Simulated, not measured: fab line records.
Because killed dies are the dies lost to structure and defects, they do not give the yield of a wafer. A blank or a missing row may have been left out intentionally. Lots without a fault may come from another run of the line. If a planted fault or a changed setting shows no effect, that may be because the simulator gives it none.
Tool commonality check | flow rit-cmos | Sample size 15 lots and 45 wafers

WHY THIS WAS OPENED
RIT_SDANNEAL_RS_MEAS_05, reading NSD_RS: flagged on 3 of 15 lots. Wafers without a fault read 84.48 ohm/sq, standard deviation 0.26.
Rule: a lot gets a flag if all its wafers with a number sit over 4 standard deviations from that mean, or if no wafer of it has a number. The other lots count as sound.

lot  | measured    | on            | NSD_RS (ohm/sq), wafer by wafer | flag
L942 | day 3 22:11 | film-metro-03 | 84.64 84.55 84.66               |
L943 | day 4 04:58 | film-metro-02 | 84.65 84.97 84.96               |
L944 | day 4 09:59 | film-metro-03 | 84.06 84.48 84.36               |
L945 | day 4 10:07 | film-metro-04 | 84.37 84.46 84.59               |
L946 | day 4 16:33 | film-metro-02 | 84.63 84.79 84.72               |
L949 | day 4 21:25 | film-metro-03 | 84.86 84.89 84.74               |
L948 | day 4 23:03 | film-metro-04 | 84.23 84.56 84.18               |
L950 | day 5 02:40 | film-metro-04 | 84.66 84.61 84.43               |
L954 | day 5 19:38 | film-metro-03 | 84.43 84.49 84.66               |
L955 | day 6 01:17 | film-metro-04 | 84.25 84.49 84.63               |
L958 | day 6 13:49 | film-metro-03 | 82.28 81.66 81.98               | FLAGGED
L959 | day 6 22:53 | film-metro-04 | 81.36 81.37 81.44               | FLAGGED
L960 | day 7 02:46 | film-metro-04 | 81.73 81.75 82.14               | FLAGGED
L961 | day 7 08:08 | film-metro-03 | 84.64 84.60 84.99               |
L965 | day 8 01:28 | film-metro-04 | 84.44 84.31 84.47               |
On average the flagged lots' numbers are 81.75 ohm/sq, which is -2.73 ohm/sq against the usual, or -11 standard deviations.

WHICH TOOL EACH LOT WENT THROUGH
The record keeps 1 process step preceding the reading, out of 202 steps on the route. Read each cell as the tool, then ch plus the chambers that the sampled wafers visited, then the start.
lot  | flag    | RIT_NSD_IMPLANT_08
L942 |         | implanter-04 ch 0, day 3 19:46
L943 |         | implanter-03 ch 0, day 4 02:29
L944 |         | implanter-03 ch 0, day 4 06:49
L945 |         | implanter-02 ch 0, day 4 07:25
L946 |         | implanter-04 ch 0, day 4 14:05
L949 |         | implanter-04 ch 0, day 4 18:51
L948 |         | implanter-04 ch 0, day 4 20:40
L950 |         | implanter-03 ch 0, day 4 23:57
L954 |         | implanter-04 ch 0, day 5 17:18
L955 |         | implanter-02 ch 0, day 5 22:52
L958 | FLAGGED | implanter-02 ch 0, day 6 11:03
L959 | FLAGGED | implanter-02 ch 0, day 6 20:24
L960 | FLAGGED | implanter-02 ch 0, day 7 00:14
L961 |         | implanter-03 ch 0, day 7 05:34
L965 |         | implanter-03 ch 0, day 7 23:07
What the steps here do:
- RIT_NSD_IMPLANT_08
- RIT_SDANNEAL_RS_MEAS_05: measures by four-point-probe.

FLAGGED OVER TOTAL, TOOL BY TOOL (the gauges that took the reading come last)
step                    | tool          | lots run | flagged | share of the flagged lots | sound lots run after its first flagged lot
RIT_NSD_IMPLANT_08      | implanter-02  | 5        | 3       | all                       | 0
RIT_NSD_IMPLANT_08      | implanter-03  | 5        | 0       | none                      | -
RIT_NSD_IMPLANT_08      | implanter-04  | 5        | 0       | none                      | -
RIT_SDANNEAL_RS_MEAS_05 | film-metro-02 | 2        | 0       | none                      | -
RIT_SDANNEAL_RS_MEAS_05 | film-metro-03 | 6        | 1       | some                      | 1 (L961)
RIT_SDANNEAL_RS_MEAS_05 | film-metro-04 | 7        | 2       | some                      | 1 (L965)

THE TABLE: WHAT IT ALLOWS
1 row of the table ran every flagged lot: implanter-02 at RIT_NSD_IMPLANT_08.
- implanter-02 at RIT_NSD_IMPLANT_08 ran 5 lots, 3 of them flagged. Last sound lot L955 at day 5 22:52, first flagged lot L958 at day 6 11:03; a fault beginning in between fits. Its own readings (dose-ions-cm2) fall more than 4 standard deviations out on all wafers of the flagged lots.
Just one tool remains: implanter-02 at RIT_NSD_IMPLANT_08.

WHAT THE SIMULATOR PUT IN
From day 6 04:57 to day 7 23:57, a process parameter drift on implanter-02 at RIT_NSD_IMPLANT_08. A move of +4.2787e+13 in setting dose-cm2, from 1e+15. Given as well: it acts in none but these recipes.
Struck lots among those shown: L958, L959, L960. The rule given above showed the same thing.
